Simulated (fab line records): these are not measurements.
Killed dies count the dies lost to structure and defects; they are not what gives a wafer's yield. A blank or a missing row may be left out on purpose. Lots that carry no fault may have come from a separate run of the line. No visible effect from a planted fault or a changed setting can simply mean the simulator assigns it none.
fab line records	flow ritCmos
[record] lots = 5	wafers = 15	lastDay = 7
route steps=202 shown PRETRO@67 GATE@75 FOX2@80 REOX@98 NLDD@103 M1@196
lots that met no fault: taken from a fault-free run of the same line
startH: hours from the record's opening day to when the first of the lot's shown wafers began	waitH: hours since the lot's step before	" as in the row above	L1.1+2: a row that stands for several wafers	- no value present, or no start provided	* or withheld: withheld	< > ~ a bound
route shown NAME@n: NAME is a module with steps in the file, n the number in the route of the first one	usual: the fault-free wafers' mean and standard deviation	same: alike in all rows	chamber/n: place in a boat	sites: readings site by site	_std_site: standard deviation of those values	_edge_site: mean of outer sites minus mean of inner sites	radiusMm: for every site, how far away it sits from the centre of the wafer	mask NAME#n: copy n	behind: tool/chamber where the wafer was last shaped	hold: why the lot went on hold/how many hours it stayed there/how the hold came to an end	device: the n, p or np transistor that did not switch	end of line: the tests these same wafers got at the end of their route	a step with no rows: only its recipe	killed: at the first sort, the dies lost to defects and structure; wafer yield is something else	map: per-die view of a wafer (x killed, . not killed, _ where there is no die)
set.NAME: the setting as run; set.NAME@STEP: as run at that earlier step	model.NAME: the simulator's own value behind a step, which no gauge read
lots at selected steps of the route; one table per step, one row per wafer
services: from which hour (startH, from the record's first day; less than 0 if before it) a tool's chamber was out of use, for how many hours, and why
[[steps]]
[step RIT_PRETRO_EXPOSE_03]
[recipe] maskId = M5	na = 0.57	targetCdNm = 43700	doseMj = 250
[step RIT_PRETRO_PEB_04]
[recipe] resist = NOVOLAK	tempC = withheld	timeS = withheld
[step RIT_PRETRO_DEVELOP_05]
[recipe] resist = NOVOLAK	developTimeS = 68	devTempC = 23
[step RIT_PRETRO_OVL_MEAS_06]
[usual] PRETRO_OVL = 1.0/1.4
lot.wafer	tool	chamber	startH	waitH	PRETRO_OVL[nm]
L670.1	overlay-01	-	31.37	-	1.6
L670.2	"	-	"	"	1.4
L670.6	"	-	"	"	2.0
L674.1	overlay-02	-	52.20	-	1.7
L674.3	"	-	"	"	0.2
L674.4	"	-	"	"	1.7
L680.3	overlay-02	-	80.56	-	-1.1
L680.5	"	-	"	"	-0.6
L680.6	"	-	"	"	1.0
L689.2	overlay-01	-	126.59	-	2.4
L689.3	"	-	"	"	1.9
L689.5	"	-	"	"	0.6
L693.1	overlay-01	-	146.83	-	-0.4
L693.2	"	-	"	"	0.4
L693.3	"	-	"	"	0.1
[step RIT_PRETRO_HARDBAKE_07]
[recipe] resist = NOVOLAK	tempC = 140	timeS = 120
[step RIT_PRETRO_IMPLANT_08]
[recipe] species = B	energyKev = 45	doseCm2 = 1.2e+13	tiltDeg = 7
[step RIT_PRETRO_STRIP_09]
[recipe] chemistry = O2	timeS = 180	resist = NOVOLAK	platenTempC = withheld	powerW = 500	pressureMtorr = 4000	o2FlowSccm = 4000
[usual] drypumpMotorCurrentA = 5.4/0.34	rfReflPowerW = 7.2/1.1
lot.wafer	tool	chamber	startH	waitH	drypumpMotorCurrentA	rfHoursCounterH	rfReflPowerW
L670.1	plasmaAsher-02	0	31.81	0.1	5.7	23	6.9
L670.2	"	1	"	"	4.7	23	8.6
L670.6	"	1	"	"	4.7	-	8.8
L674.1	plasmaAsher-01	1	52.63	0.1	5.5	41	8.3
L674.3	"	1	"	"	5.6	-	8.0
L674.4	"	0	"	"	5.3	-	6.3
L680.3	plasmaAsher-04	1	81.04	0.1	5.4	-	6.9
L680.5	"	1	"	"	5.3	-	6.8
L680.6	"	0	"	"	5.9	-	5.1
L689.2	plasmaAsher-02	1	127.02	0.1	4.7	34	8.3
L689.3	"	0	"	"	5.7	-	6.7
L689.5	"	1	"	"	4.8	-	8.4
L693.1	plasmaAsher-01	0	147.27	0.1	5.3	51	6.5
L693.2	"	1	"	"	5.5	51	8.6
L693.3	"	0	"	"	5.3	-	6.4
[step RIT_PRETRO_TW_MEAS_10]
[usual] PRETRO_TW = 473.8/2.6
lot.wafer	tool	chamber	startH	waitH	PRETRO_TW
L670.1	filmMetro-03	-	31.98	0.1	473.7
L670.2	"	-	"	"	475.3
L670.6	"	-	"	"	472.9
L674.1	filmMetro-03	-	52.81	0.1	470.4
L674.3	"	-	"	"	472.0
L674.4	"	-	"	"	473.3
L680.3	filmMetro-01	-	81.18	0.1	477.1
L680.5	"	-	"	"	473.0
L680.6	"	-	"	"	477.5
L689.2	filmMetro-01	-	127.21	0.1	478.2
L689.3	"	-	"	"	476.5
L689.5	"	-	"	"	480.0
L693.1	filmMetro-03	-	147.44	0.1	473.1
L693.2	"	-	"	"	470.5
L693.3	"	-	"	"	470.1
[step RIT_GATE_WET_ETCH_00]
[recipe] chemistry = BOE	target = SiO2	targetDepthNm = 56	timeS = 60	dry = n2Spin	dilution = 10:1	tempC = 21.5
[step RIT_GATE_CLEAN_01]
[recipe] chemistry = SC1	mix = 3:3:50	timeS = 600	tempC = 75
[step RIT_GATE_CLEAN_02]
[recipe] chemistry = dHF	dilution = 50:1	timeS = 30
[step RIT_GATE_CLEAN_03]
[recipe] chemistry = SC2	mix = 3:3:50	timeS = 600	tempC = 75	dry = n2Spin
[step RIT_GATE_CLEAN_04]
[recipe] chemistry = dHF	dilution = 50:1	timeS = 60	dry = n2Spin
[usual] runLengthS = 89/3.8
lot.wafer	tool	chamber	startH	waitH	runLengthS
L670.1	wetBench-01	0	32.44	0.0	87
L670.2	"	0	"	"	87
L670.6	"	0	"	"	87
L674.1	wetBench-02	2	53.26	0.0	85
L674.3	"	2	"	"	85
L674.4	"	2	"	"	85
L680.3	wetBench-02	2	81.63	0.0	146
L680.5	"	2	"	"	146
L680.6	"	2	"	"	146
L689.2	wetBench-01	1	128.00	0.0	93
L689.3	"	1	"	"	93
L689.5	"	1	"	"	93
L693.1	wetBench-04	3	147.91	0.0	94
L693.2	"	3	"	"	94
L693.3	"	3	"	"	94
[step RIT_FOX2_THK_MEAS_91]
[recipe] reads = SiO2_of_FOX2_OXIDATION_00
[usual] FIELD_OXIDE_LEFT_2_THK = 253/6.2
lot.wafer	tool	chamber	startH	waitH	FIELD_OXIDE_LEFT_2_THK[nm]
L670.1	filmMetro-01	-	32.46	0.0	242
L670.2	"	-	"	"	243
L670.6	"	-	"	"	245
L674.1	filmMetro-03	-	53.29	0.0	249
L674.3	"	-	"	"	250
L674.4	"	-	"	"	248
L680.3	filmMetro-03	-	81.68	0.0	243
L680.5	"	-	"	"	244
L680.6	"	-	"	"	246
L689.2	filmMetro-01	-	128.06	0.0	259
L689.3	"	-	"	"	259
L689.5	"	-	"	"	254
L693.1	filmMetro-01	-	147.94	0.0	244
L693.2	"	-	"	"	247
L693.3	"	-	"	"	241
[step RIT_GATE_OXIDATION_05]
[recipe] tempC = 900	ambient = O2	targetThkA = 30	oxTimeS = 270
[step RIT_GATE_ANNEAL_06]
[recipe] tempC = 900	timeS = 600	ambient = N2O
[step RIT_GATE_THK_MEAS_07]
[recipe] reads = SiO2_of_GATE_OXIDATION_05
[usual] GATE_OXIDE_THK = 3.02/0.058
lot.wafer	tool	chamber	startH	waitH	GATE_OXIDE_THK[nm]
L670.1	filmMetro-02	-	33.85	0.0	3.08
L670.2	"	-	"	"	2.99
L670.6	"	-	"	"	3.03
L674.1	filmMetro-01	-	54.73	0.0	3.11
L674.3	"	-	"	"	3.14
L674.4	"	-	"	"	3.09
L680.3	filmMetro-01	-	83.79	0.0	3.02
L680.5	"	-	"	"	3.03
L680.6	"	-	"	"	3.10
L689.2	filmMetro-02	-	129.73	0.0	2.96
L689.3	"	-	"	"	3.03
L689.5	"	-	"	"	2.97
L693.1	filmMetro-03	-	149.59	0.0	3.01
L693.2	"	-	"	"	3.02
L693.3	"	-	"	"	3.02
[step RIT_GATE_CVD_08]
[recipe] material = poly-Si	targetThkNm = 250	tempC = 610	precursor = SiH4	timeS = 2220	pressureMtorr = 300	sih4FlowSccm = 100
[step RIT_GATE_THK_MEAS_09]
[recipe] reads = poly-Si_of_GATE_CVD_08
[usual] GATE_POLY_THK = 249.8/1.9
lot.wafer	tool	chamber	startH	waitH	GATE_POLY_THK[nm]
L670.1	filmMetro-03	-	35.52	0.0	248.3
L670.2	"	-	"	"	248.8
L670.6	"	-	"	"	246.7
L674.1	filmMetro-03	-	56.41	0.0	250.7
L674.3	"	-	"	"	249.6
L674.4	"	-	"	"	250.8
L680.3	filmMetro-02	-	85.47	0.0	247.6
L680.5	"	-	"	"	247.3
L680.6	"	-	"	"	246.9
L689.2	filmMetro-03	-	131.41	0.0	250.5
L689.3	"	-	"	"	248.3
L689.5	"	-	"	"	248.8
L693.1	filmMetro-01	-	151.27	0.0	250.6
L693.2	"	-	"	"	254.0
L693.3	"	-	"	"	248.9
[step RIT_GATE_HMDS_10]
[recipe] primeTimeS = 60	primeTempC = 140
[step RIT_GATE_COAT_11]
[recipe] resist = NOVOLAK	spinRpm = 4250	resistThkNm = 850
[step RIT_GATE_SOFTBAKE_12]
[recipe] resist = NOVOLAK	tempC = 90	timeS = 60
[step RIT_GATE_EXPOSE_13]
[recipe] maskId = M6	na = 0.6	sourceShape = conventional	sigmaOuter = 0.6	targetCdNm = 150	doseMj = 380
[step RIT_GATE_PEB_14]
[recipe] resist = NOVOLAK	tempC = withheld	timeS = withheld
[step RIT_GATE_DEVELOP_15]
[recipe] resist = NOVOLAK	developTimeS = 50	devTempC = 23
[step RIT_GATE_CD_MEAS_16]
[recipe] targetCdNm = 150
[usual] cdNm = 149.9/2.6
lot.wafer	tool	chamber	startH	waitH	cdNm
L670.1	cdSem-02	-	36.43	-	146.0
L670.2	"	-	"	"	144.9
L670.6	"	-	"	"	146.0
L674.1	cdSem-02	-	57.44	-	152.4
L674.3	"	-	"	"	152.5
L674.4	"	-	"	"	153.3
L680.3	cdSem-02	-	86.53	-	152.3
L680.5	"	-	"	"	153.0
L680.6	"	-	"	"	148.9
L689.2	cdSem-01	-	132.33	-	146.7
L689.3	"	-	"	"	145.8
L689.5	"	-	"	"	146.5
L693.1	cdSem-01	-	152.18	-	149.9
L693.2	"	-	"	"	151.7
L693.3	"	-	"	"	149.8
[step RIT_GATE_OVL_MEAS_17]
[usual] GATE_OVL = 0.3/1.2
lot.wafer	tool	chamber	startH	waitH	GATE_OVL[nm]
L670.1	overlay-01	-	36.55	0.1	-0.4
L670.2	"	-	"	"	0.9
L670.6	"	-	"	"	0.1
L674.1	overlay-02	-	57.56	0.1	1.5
L674.3	"	-	"	"	0.3
L674.4	"	-	"	"	-0.1
L680.3	overlay-02	-	86.62	0.1	0.9
L680.5	"	-	"	"	1.5
L680.6	"	-	"	"	1.2
L689.2	overlay-02	-	132.43	0.1	1.4
L689.3	"	-	"	"	0.5
L689.5	"	-	"	"	1.0
L693.1	overlay-01	-	152.30	0.1	-1.6
L693.2	"	-	"	"	-0.8
L693.3	"	-	"	"	-0.4
[step RIT_GATE_HARDBAKE_18]
[recipe] resist = NOVOLAK	tempC = 140	timeS = 60
[step RIT_GATE_ETCH_19]
[recipe] chemistry = SF6/CHF3/O2	timeS = 165	SF6_flow_sccm = 30	CHF3_flow_sccm = 30	O2_flow_sccm = 5	target = poly-Si	pressureMtorr = 40	rfW = 160	targetDepthA = 3125	overEtchFrac = 0.25	stopOn = SiO2
[usual] O2_flow_sccm = 5.001/0.015	drypumpMotorCurrentA = 5.8/0.34	oesProductAu = 0.842/0.011	throttleValvePct = 10.22/0.15
lot.wafer	tool	chamber	startH	waitH	O2_flow_sccm	drypumpMotorCurrentA	oesProductAu	rfHoursCounterH	throttleValvePct
L670.1	rieSi-01	3	36.74	0.1	5.020	5.6	0.836	2	10.23
L670.2	"	2	"	"	4.989	6.1	0.841	86	9.93
L670.6	"	3	"	"	4.976	5.6	0.841	-	10.24
L674.1	rieSi-01	2	57.75	0.1	5.006	6.1	0.848	86	9.93
L674.3	"	3	"	"	5.014	5.5	0.846	2	10.22
L674.4	"	1	"	"	4.995	5.9	0.830	0	10.33
L680.3	rieSi-01	3	86.79	0.1	5.013	5.5	0.832	2	10.22
L680.5	"	2	"	"	4.980	6.1	0.835	-	9.93
L680.6	"	1	"	"	5.004	5.9	0.834	-	10.32
L689.2	rieSi-02	3	132.61	0.1	4.999	5.8	0.847	93	10.17
L689.3	"	0	"	"	5.005	5.4	0.848	143	10.31
L689.5	"	0	"	"	4.997	5.4	0.851	-	10.30
L693.1	rieSi-02	1	152.48	0.1	5.005	5.9	0.815	66	10.33
L693.2	"	2	"	"	5.000	5.4	0.851	132	10.14
L693.3	"	3	"	"	4.983	5.7	0.845	93	10.17
[step RIT_GATE_STRIP_20]
[recipe] chemistry = O2	timeS = 180	resist = NOVOLAK	platenTempC = withheld	powerW = 500	pressureMtorr = 4000	o2FlowSccm = 4000
[usual] drypumpMotorCurrentA = 5.4/0.44	rfReflPowerW = 6.6/0.88
lot.wafer	tool	chamber	startH	waitH	drypumpMotorCurrentA	rfHoursCounterH	rfReflPowerW
L670.1	plasmaAsher-01	1	36.85	0.1	5.5	40	8.3
L670.2	"	0	"	"	5.3	40	6.6
L670.6	"	1	"	"	5.5	-	8.1
L674.1	plasmaAsher-03	0	57.86	0.1	4.7	40	6.3
L674.3	"	0	"	"	4.7	-	6.6
L674.4	"	1	"	"	5.9	-	6.8
L680.3	plasmaAsher-03	1	86.96	0.1	5.9	-	6.9
L680.5	"	1	"	"	5.9	-	7.0
L680.6	"	0	"	"	4.7	-	6.2
L689.2	plasmaAsher-01	0	132.72	0.1	5.3	50	6.8
L689.3	"	0	"	"	5.3	-	6.4
L689.5	"	0	"	"	5.3	-	6.7
L693.1	plasmaAsher-01	1	152.59	0.1	5.6	52	8.3
L693.2	"	0	"	"	5.3	52	6.5
L693.3	"	0	"	"	5.3	-	6.4
[step RIT_GATE_CD_MEAS_90]
[recipe] targetCdNm = 150
[usual] cdNm = 150.0/2.7
lot.wafer	tool	chamber	startH	waitH	cdNm
L670.1	cdSem-01	-	37.02	0.1	146.0
L670.2	"	-	"	"	145.1
L670.6	"	-	"	"	145.9
L674.1	cdSem-02	-	58.03	0.1	152.5
L674.3	"	-	"	"	152.1
L674.4	"	-	"	"	153.3
L680.3	cdSem-02	-	87.12	0.1	152.6
L680.5	"	-	"	"	153.0
L680.6	"	-	"	"	149.1
L689.2	cdSem-02	-	132.92	0.1	146.7
L689.3	"	-	"	"	146.3
L689.5	"	-	"	"	146.3
L693.1	cdSem-02	-	152.77	0.1	150.1
L693.2	"	-	"	"	151.8
L693.3	"	-	"	"	149.9
[step RIT_REOX_CLEAN_00]
[recipe] chemistry = SC1	mix = 3:3:50	timeS = 600	tempC = 75
[step RIT_REOX_CLEAN_01]
[recipe] chemistry = dHF	dilution = 50:1	timeS = 30
[step RIT_REOX_CLEAN_02]
[recipe] chemistry = SC2	mix = 3:3:50	timeS = 600	tempC = 75	dry = n2Spin
[step RIT_REOX_OXIDATION_03]
[recipe] tempC = 900	ambient = O2	targetThkA = 252	oxTimeS = 5580
[step RIT_REOX_THK_MEAS_04]
[recipe] reads = SiO2_of_REOX_OXIDATION_03
[usual] REOX_OXIDE_THK = 25.1/0.49
lot.wafer	tool	chamber	startH	waitH	REOX_OXIDE_THK[nm]
L670.1	filmMetro-03	-	40.68	0.0	25.3
L670.2	"	-	"	"	25.6
L670.6	"	-	"	"	25.4
L674.1	filmMetro-03	-	61.09	0.0	25.1
L674.3	"	-	"	"	25.3
L674.4	"	-	"	"	25.1
L680.3	filmMetro-04	-	90.70	0.0	24.7
L680.5	"	-	"	"	24.4
L680.6	"	-	"	"	24.6
L689.2	filmMetro-04	-	136.29	0.0	25.3
L689.3	"	-	"	"	25.0
L689.5	"	-	"	"	25.4
L693.1	filmMetro-03	-	155.87	0.0	25.6
L693.2	"	-	"	"	25.1
L693.3	"	-	"	"	24.9
[step RIT_NLDD_HMDS_00]
[recipe] primeTimeS = 60	primeTempC = 140
[step RIT_NLDD_COAT_01]
[recipe] resist = NOVOLAK	spinRpm = 3250	resistThkNm = 1000
[step RIT_NLDD_SOFTBAKE_02]
[recipe] resist = NOVOLAK	tempC = 90	timeS = 60
[step RIT_NLDD_EXPOSE_03]
[recipe] maskId = M7	na = 0.57	targetCdNm = 40700	doseMj = 250
[step RIT_NLDD_PEB_04]
[recipe] resist = NOVOLAK	tempC = withheld	timeS = withheld
[step RIT_NLDD_DEVELOP_05]
[recipe] resist = NOVOLAK	developTimeS = 50	devTempC = 23
[step RIT_M1_METAL_ETCH_12]
[recipe] stopOn = SiO2	chemistry = Cl2/BCl3	target = Al	timeS = 165	overEtchFrac = 0.5	pressureMtorr = 100	targetDepthA = 6000	rfW = 250	Cl2_flow_sccm = 60	bcl3FlowSccm = 50
[usual] drypumpMotorCurrentA = 6.0/0.53	oesProductAu = 0.774/0.012	throttleValvePct = 8.33/0.086
lot.wafer	tool	chamber	startH	waitH	drypumpMotorCurrentA	oesProductAu	rfHoursCounterH	throttleValvePct	model.M1.cdNm
L670.1	rieMetal-04	1	54.54	0.2	6.2	0.764	35	8.30	2599
L670.2	"	1	"	"	6.2	0.765	-	8.30	2598
L670.6	"	1	"	"	6.2	0.762	-	8.31	2597
L674.1	rieMetal-02	0	75.43	0.2	5.5	0.772	1	8.23	2595
L674.3	"	1	"	"	6.0	0.758	-	8.44	2597
L674.4	"	0	"	"	5.5	0.767	-	8.23	2598
L680.3	rieMetal-01	0	105.48	0.2	6.9	0.760	-	8.34	2573
L680.5	"	1	"	"	5.3	0.789	-	8.40	2573
L680.6	"	0	"	"	6.8	0.759	-	8.36	2570
L689.2	rieMetal-02	1	150.88	0.2	6.0	0.766	2	8.45	2603
L689.3	"	1	"	"	6.0	0.765	-	8.45	2600
L689.5	"	1	"	"	6.0	0.767	-	8.45	2603
L693.1	rieMetal-01	1	170.60	0.2	5.3	0.804	4	8.39	2593
L693.2	"	0	"	"	6.9	0.773	4	8.35	2593
L693.3	"	0	"	"	6.8	0.777	-	8.34	2593
[step RIT_M1_PROBE_99]
[usual] killed_at_M0_to_M3 = 0.0/0.22	killedAtFrontEnd = 7/3.1	killedDies = 7/3.1	killedOpen = 3.2/2.1	killedShort = 3.4/2
[same] grossDies = 264	killed_at_M4_up = 0	killedAtBackSide = 0	killedAtContacts = 0	killedAtOther = 0
lot.wafer	tool	chamber	startH	waitH	killed_at_M0_to_M3	killedAtFrontEnd	killedDies	killedOpen	killedShort	model.etest.pldd.widthNm	model.etest.nldd.widthNm	model.etest.m1.widthNm	model.etest.pmosNarrow.driveUaUm
L670.1	prober-02	-	56.96	0.1	0	5	5	2	3	3195	3203	2602	100.2
L670.2	prober-02	-	57.01	0.1	0	6	6	2	4	3185	3191	2598	101.8
L670.6	prober-02	-	57.21	0.2	0	4	4	2	2	3205	3175	2599	102.4
L674.1	prober-02	-	78.09	0.1	0	15	15	6	9	3191	3210	2601	101
L674.3	prober-02	-	78.19	0.2	0	8	8	2	6	3192	3193	2600	99.91
L674.4	prober-02	-	78.24	0.2	1	9	10	4	6	3197	3168	2602	98.99
L680.3	prober-02	-	108.77	0.2	0	3	3	0	3	3223	3197	2574	108.6
L680.5	prober-02	-	108.87	0.2	0	3	3	0	3	3203	3193	2574	107.5
L680.6	prober-02	-	108.92	0.2	0	4	4	1	3	3215	3200	2569	106.5
L689.2	prober-02	-	153.52	0.1	0	9	9	3	6	3187	3194	2601	102.4
L689.3	prober-02	-	153.57	0.2	0	2	2	2	0	3146	3165	2597	100.7
L689.5	prober-02	-	153.67	0.2	0	13	13	9	4	3181	3185	2603	100.3
L693.1	prober-02	-	173.02	0.1	0	4	4	2	2	3180	3192	2593	100.6
L693.2	prober-02	-	173.07	0.1	0	9	9	6	3	3184	3190	2594	101.6
L693.3	prober-02	-	173.12	0.2	0	7	7	3	4	3177	3182	2591	103.6
// killed by level:class
L670.1 FOX2:geometricParticle:short=1 GATE:geometricParticle:open=1 GATE:geometricParticle:short=1 SPACER:geometricParticle:open=1 SPACER:geometricParticle:short=1
L670.2 GATE:geometricParticle:short=2 FOX1:geometricParticle:open=1 FOX2:geometricParticle:short=1 GATE:geometricParticle:open=1 REOX:geometricParticle:short=1
L670.6 REOX:geometricParticle:short=2 GATE:geometricParticle:open=1 REOX:geometricParticle:open=1
L674.1 GATE:geometricParticle:short=5 FOX2:geometricParticle:open=3 GATE:geometricParticle:open=3 SPACER:geometricParticle:short=2 FOX2:geometricParticle:short=1 SILICIDE:geometricParticle:short=1
L674.3 GATE:geometricParticle:short=5 FOX2:geometricParticle:short=1 GATE:geometricParticle:open=1 REOX:geometricParticle:open=1
L674.4 FOX1:geometricParticle:short=3 SPACER:geometricParticle:open=2 FOX1:geometricParticle:open=1 GATE:geometricParticle:short=1 REOX:geometricParticle:short=1 SPACER:geometricParticle:short=1 M1:geometricParticle:open=1
L680.3 FOX1:geometricParticle:short=1 GATE:geometricParticle:short=1 SILICIDE:geometricParticle:short=1
L680.5 SPACER:geometricParticle:short=2 FOX1:geometricParticle:short=1
L680.6 SPACER:geometricParticle:short=2 REOX:geometricParticle:open=1 REOX:geometricParticle:short=1
L689.2 GATE:geometricParticle:short=3 GATE:geometricParticle:open=3 REOX:geometricParticle:short=1 SPACER:geometricParticle:short=1 SILICIDE:geometricParticle:short=1
L689.3 GATE:geometricParticle:open=2
L689.5 SPACER:geometricParticle:open=3 FOX1:geometricParticle:short=2 GATE:geometricParticle:open=2 REOX:geometricParticle:open=2 FOX1:geometricParticle:open=1 FOX2:geometricParticle:open=1 GATE:geometricParticle:short=1 REOX:geometricParticle:short=1
L693.1 GATE:geometricParticle:open=2 GATE:geometricParticle:short=1 REOX:geometricParticle:short=1
L693.2 SPACER:geometricParticle:open=2 FOX1:geometricParticle:open=1 FOX2:geometricParticle:open=1 FOX2:geometricParticle:short=1 GATE:geometricParticle:open=1 REOX:geometricParticle:open=1 REOX:geometricParticle:short=1 SPACER:geometricParticle:short=1
L693.3 FOX2:geometricParticle:open=2 GATE:geometricParticle:short=2 FOX2:geometricParticle:short=1 GATE:geometricParticle:open=1 REOX:geometricParticle:short=1
[[services]]
tool	chamber	startH	hours	kind
rieMetal-02	0	14.38	-	clean
rieMetal-02	1	14.38	-	clean
wetBench-04	-	31.99	6.5	repair
rieSi-01	1	34.71	-	clean
rieSi-01	1	34.71	12.4	scheduledDown
rieSi-01	1	34.71	12.4	ventCycle
rieMetal-02	-	92.71	0.1	repair
rieMetal-04	1	105.00	9.8	repair
plasmaAsher-04	-	108.75	9.0	pm
plasmaAsher-04	0	108.75	9.0	ventCycle
plasmaAsher-04	1	108.75	9.0	ventCycle
plasmaAsher-02	-	112.24	1.4	repair
plasmaAsher-04	0	117.75	-	clean
plasmaAsher-04	1	117.75	-	clean
rieSi-01	0	125.41	32.9	repair
rieMetal-04	-	136.12	20.0	pm
rieMetal-04	0	136.12	20.0	ventCycle
rieMetal-04	1	136.12	20.0	ventCycle
plasmaAsher-02	-	136.57	2.0	repair
rieSi-02	0	144.00	-	clean
rieSi-02	0	144.00	14.9	scheduledDown
rieSi-02	0	144.00	14.9	ventCycle
rieMetal-01	1	147.42	6.3	repair
plasmaAsher-03	-	154.80	15.6	pm
[[key]]
[firstSign] step = RIT_GATE_CLEAN_04	reading = runLengthS	direction = up	sigmas = 15	usual = *	struck = *
effect none on later readings
[modelEffect] step = RIT_M1_METAL_ETCH_12	value = M1.cdNm	without = 2599	struck = 2572
[modelEffect] step = RIT_M1_PROBE_99	value = etest.pldd.widthNm	without = 3176	struck = 3213
metAt RIT_GATE_CLEAN_04
struckWafers L680.3,L680.5,L680.6
testerLeftOut L680
[loopTrim] step = RIT_M1_EXPOSE_06	setting = dose	lots = L680
onsetBetween 53.26 81.63
[fault] kind = processParameterDrift	tool = wetBench-02	chamber = 2	onsetH = 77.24	steps = RIT_GATE_CLEAN_04	channel = timeS	offset = *	shape = step	endH = 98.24	actsIn = *	stated = *
// testerLeftOut: of these lots the tester's yield and bins aren't shown, on N5 and GAA mostly nor the transistor test; their killed dies are dies lost to structure and defects alone, not to doping, threshold or leakage, so they don't give the yield
// loopTrim: a control loop set the setting to another value than it would have without faults
